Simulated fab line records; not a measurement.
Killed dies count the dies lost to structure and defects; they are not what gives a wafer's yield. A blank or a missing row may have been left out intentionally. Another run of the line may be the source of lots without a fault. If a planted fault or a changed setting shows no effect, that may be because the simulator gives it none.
What tool caused it? || flow ritCmos || Sampling: 7 lots, 21 wafers, 2 of 202 route steps

## WHAT THE GAUGES SHOWED, per wafer
RIT_NLDD_OVL_MEAS_06.
{"lot": "L560", "measured": "day 3 13:25", "on": "overlay-02", "NLDD_OVL (nm)": "0.1 0.9 1.4"}
{"lot": "L564", "measured": "day 4 10:20", "on": "overlay-01", "NLDD_OVL (nm)": "-3.7 -1.0 -1.2"}
{"lot": "L566", "measured": "day 4 19:10", "on": "overlay-02", "NLDD_OVL (nm)": "-0.7 0.7 -1.8"}
{"lot": "L568", "measured": "day 5 05:22", "on": "overlay-01", "NLDD_OVL (nm)": "1.6 1.3 0.2"}
{"lot": "L571", "measured": "day 5 20:59", "on": "overlay-01", "NLDD_OVL (nm)": "-0.3 0.3 -2.0"}
{"lot": "L574", "measured": "day 6 12:25", "on": "overlay-01", "NLDD_OVL (nm)": "-180.2 -177.4 -177.9"}
{"lot": "L579", "measured": "day 7 10:26", "on": "overlay-02", "NLDD_OVL (nm)": "-179.3 -180.4 -179.4"}

## EACH LOT AND THE TOOL THAT RAN IT (in order: tool; ch and the chambers of the sampled wafers; start)
{"lot": "L560", "RIT_NLDD_EXPOSE_03": "ilineStepper-02 ch 0, day 3 13:02"}
{"lot": "L564", "RIT_NLDD_EXPOSE_03": "ilineStepper-02 ch 0, day 4 09:56"}
{"lot": "L566", "RIT_NLDD_EXPOSE_03": "ilineStepper-02 ch 0, day 4 18:46"}
{"lot": "L568", "RIT_NLDD_EXPOSE_03": "ilineStepper-02 ch 0, day 5 04:59"}
{"lot": "L571", "RIT_NLDD_EXPOSE_03": "ilineStepper-02 ch 0, day 5 20:31"}
{"lot": "L574", "RIT_NLDD_EXPOSE_03": "ilineStepper-01 ch 0, day 6 12:01"}
{"lot": "L579", "RIT_NLDD_EXPOSE_03": "ilineStepper-01 ch 0, day 7 10:03"}
- RIT_NLDD_EXPOSE_03: exposes mask M7, target cd 40700 nm.

## THE ANSWER, worked out from the rows above alone
Rule: usual is defined by the lots themselves. Put in order of their means at a reading, lots are off if they are a third of the lots or fewer, leave a main group of 4 or more, and stand apart from it by a gap of 3 or more times the standard deviation of the main group's means; of several such gaps the widest counts. A main group is skipped when, at the precision printed for the reading in the tables above, its means are all equal. Also off: a lot with no number at a reading for which 4 or more lots have one. Any other lot the step has rows for is counted as sound.
Off: at RIT_NLDD_OVL_MEAS_06 (NLDD_OVL), L574, L579. Mean -0.3 nm and standard deviation 1.1 in the main group.
If a tool, at a process step before that reading, ran all the lots that are off and no sound lot after the first of them, it fits. Gauges at RIT_NLDD_OVL_MEAS_06: tried the same way as those tools. One fits: RIT_NLDD_EXPOSE_03 on ilineStepper-01. It ran no sound lot before its first lot that is off in this sample, so the start can't be narrowed down.

## WHAT THE SIMULATOR HAD INSERTED
Scanner matching overlay: ilineStepper-01, from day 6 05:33 on, at RIT_NLDD_EXPOSE_03. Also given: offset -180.
Struck lots among those shown: L574, L579. The rule above found the same.
